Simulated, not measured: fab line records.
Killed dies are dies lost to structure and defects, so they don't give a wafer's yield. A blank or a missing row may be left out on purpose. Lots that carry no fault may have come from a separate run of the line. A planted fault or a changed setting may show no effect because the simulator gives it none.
Split-lot trial -- flow rit cmos -- 23 wafers read from 5 lots, route of 202 steps

== ON THE SPLIT ==
At RIT_PWELL_IMPLANT_08, the setting energy kev was moved away from the recipe's 170 on 6 of the 23 wafers read, by -3.7% to -1.5%. The other wafers ran this setting at the recipe's value.

Reading taken at the split's own step.

== THE READING ==
implant.drp nm (the simulator's own value, which no gauge read), in nm, at RIT_PWELL_IMPLANT_08. No usual value for it is given in the file.

wafer,"tool, chamber at the split",energy kev as run,against the recipe,"implant.drp nm, nm",against lot-mates on the recipe
L074.1,"implanter-02, 0",170,recipe,102.9,-
L074.3,"implanter-02, 0",170,recipe,102.9,-
L074.4,"implanter-02, 0",170,recipe,102.9,-
L074.5,"implanter-02, 0",167.4,-1.5%,102.4,-0.5
L074.6,"implanter-02, 0",167.4,-1.5%,102.4,-0.5
L076.1,"implanter-02, 0",170,recipe,102.9,-
L076.2,"implanter-02, 0",170,recipe,102.9,-
L076.4,"implanter-02, 0",170,recipe,102.9,-
L076.5,"implanter-02, 0",170,recipe,102.9,-
L076.6,"implanter-02, 0",170,recipe,102.9,-
L078.1,"implanter-02, 0",170,recipe,102.9,-
L078.4,"implanter-02, 0",170,recipe,102.9,-
L078.6,"implanter-02, 0",170,recipe,102.9,-
L083.1,"implanter-03, 0",170,recipe,102.9,-
L083.2,"implanter-03, 0",170,recipe,102.9,-
L083.5,"implanter-03, 0",170,recipe,102.9,-
L083.4,"implanter-03, 0",163.7,-3.7%,101.5,-1.4
L083.6,"implanter-03, 0",163.7,-3.7%,101.5,-1.4
L085.1,"implanter-04, 0",170,recipe,102.9,-
L085.3,"implanter-04, 0",170,recipe,102.9,-
L085.4,"implanter-04, 0",170,recipe,102.9,-
L085.2,"implanter-04, 0",165,-2.9%,101.8,-1.1
L085.5,"implanter-04, 0",165,-2.9%,101.8,-1.1

THE FIT
A straight line over all 23 wafers: implant.drp nm changes by +0.373 nm for each +1% of energy kev; r = +1.00; the points scatter about the line by 0.022 nm.
The same after taking each lot's own level away (the mean of its wafers on the recipe; 23 wafers): +0.373 nm for each +1%; r = +1.00; scatter 0.022 nm.
On that fit, the largest move of energy kev shifts the reading by 1.4 nm.
The lots' own levels span 102.90 to 102.90 nm.
The two slopes are in agreement: the lot-to-lot level therefore moves the slope only a little.
Check: for one of the wafers moved furthest among these (-3.7%), held out of the fit, the line's prediction against its lot-mates is -1.37 nm. It came out at -1.4 nm against them.

== OTHER SPLITS ON THESE WAFERS ==
Other splits were also applied to these wafers ahead of the reading. Each is held against what the fit with the lots' levels taken away leaves over:
other split on the same wafers,wafers away from the commonest value,r with implant.drp nm (lot level and that fit taken away)
RIT_ACTIVE_OXIDATION_01 temp c,15,-0.35
RIT_ACTIVE_DEVELOP_10 dev temp c,5,-0.02
RIT_FOX2_OXIDATION_00 ox time s,10,-0.49
RIT_NWELL_IMPLANT_08 dose cm2,6,+0.19

== THE FILE'S OWN FIT ==
implant.drp nm changes by +0.364 nm for each +1% of energy kev, r = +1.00.
